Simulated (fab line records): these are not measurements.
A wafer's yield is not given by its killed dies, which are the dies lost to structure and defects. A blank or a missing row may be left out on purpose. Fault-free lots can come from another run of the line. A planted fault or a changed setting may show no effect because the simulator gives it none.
Which tool did it? -- flow berkeleyCmos170 -- 14 lots, 42 wafers sampled, at 2 steps of a route of 331

WHAT THE GAUGES SHOWED, per wafer
UCB170_M1_OVL_MEAS_10.
lot,measured,on,M1_OVL (nm)
L179,day 8 09:59,overlay-01,-5 -3 -3
L180,day 9 08:35,overlay-02,1 8 5
L181,day 9 08:33,overlay-01,1 -8 1
L182,day 9 08:45,overlay-01,5 3 -3
L183,day 9 04:34,overlay-01,-4 0 2
L185,day 9 22:37,overlay-01,-3 -1 0
L186,day 10 05:18,overlay-02,1 -1 1
L187,day 10 03:31,overlay-02,-10 -14 -9
L188,day 10 11:07,overlay-01,6 9 6
L190,day 10 23:53,overlay-01,-5 4 3
L191,day 10 23:34,overlay-01,4 11 4
L196,day 12 02:11,overlay-02,-1 -5 -4
L197,day 12 20:59,overlay-02,4 -3 4
L198,day 12 22:41,overlay-02,1 9 5

WHICH TOOL RAN EACH LOT (tool, then ch and the chambers of the sampled wafers, then the start)
lot,UCB170_SACOX_OXIDATION_01
L179,"furnace-02 ch 0, day 6 07:53"
L180,"furnace-02 ch 0, day 6 15:53"
L181,"furnace-02 ch 0, day 6 15:53"
L182,"furnace-02 ch 0, day 6 15:53"
L183,"furnace-02 ch 0, day 6 15:53"
L185,"furnace-02 ch 0, day 7 07:53"
L186,"furnace-02 ch 0, day 7 16:39"
L187,"furnace-02 ch 0, day 7 16:39"
L188,"furnace-01 ch 0, day 8 00:54"
L190,"furnace-04 ch 0, day 8 16:13"
L191,"furnace-04 ch 0, day 8 16:13"
L196,"furnace-04 ch 0, day 9 15:25"
L197,"furnace-04 ch 0, day 10 03:56"
L198,"furnace-04 ch 0, day 10 03:56"
- UCB170_SACOX_OXIDATION_01: target thk 14.4 nm, ox time 2400 s.

AS READ BY THE TOOLS THEMSELVES (means over the sampled wafers that have a number; for cases with no such wafer, the mark the record gives instead)
UCB170_SACOX_OXIDATION_01.
lot,tool,tubeCenterTempC (C)
L179,furnace-02,900.07
L180,furnace-02,900.08
L181,furnace-02,900.04
L182,furnace-02,900.04
L183,furnace-02,899.97
L185,furnace-02,900.01
L186,furnace-02,900.05
L187,furnace-02,900.09
L188,furnace-01,899.97
L190,furnace-04,899.97
L191,furnace-04,900.04
L196,furnace-04,900.07
L197,furnace-04,900.07
L198,furnace-04,900.06

THE ANSWER, worked out from the rows above alone
Rule: what is usual is taken from the lots themselves. Put in order of their means at a reading, lots are off if they are a third of the lots or fewer, leave a main group of 4 or more, and stand apart from it by a gap of 3 or more times the standard deviation of the main group's means; of several such gaps the widest counts. If all means in a main group match to the digits the tables above print for the reading, that group is not used. A lot without any number at a reading at which 4 lots or more have one is off too. All remaining lots with rows at the step are treated as sound. After the gauges, taken in route order, come the tools' own readings; for these a lot's mean is taken, as printed above. At the first step where some lot is off, the reading lying furthest off is the one used; lots without a number count as furthest.
None of the lots is off at any reading shown; this tells nothing.

WHAT HAD BEEN PUT IN BY THE SIMULATOR
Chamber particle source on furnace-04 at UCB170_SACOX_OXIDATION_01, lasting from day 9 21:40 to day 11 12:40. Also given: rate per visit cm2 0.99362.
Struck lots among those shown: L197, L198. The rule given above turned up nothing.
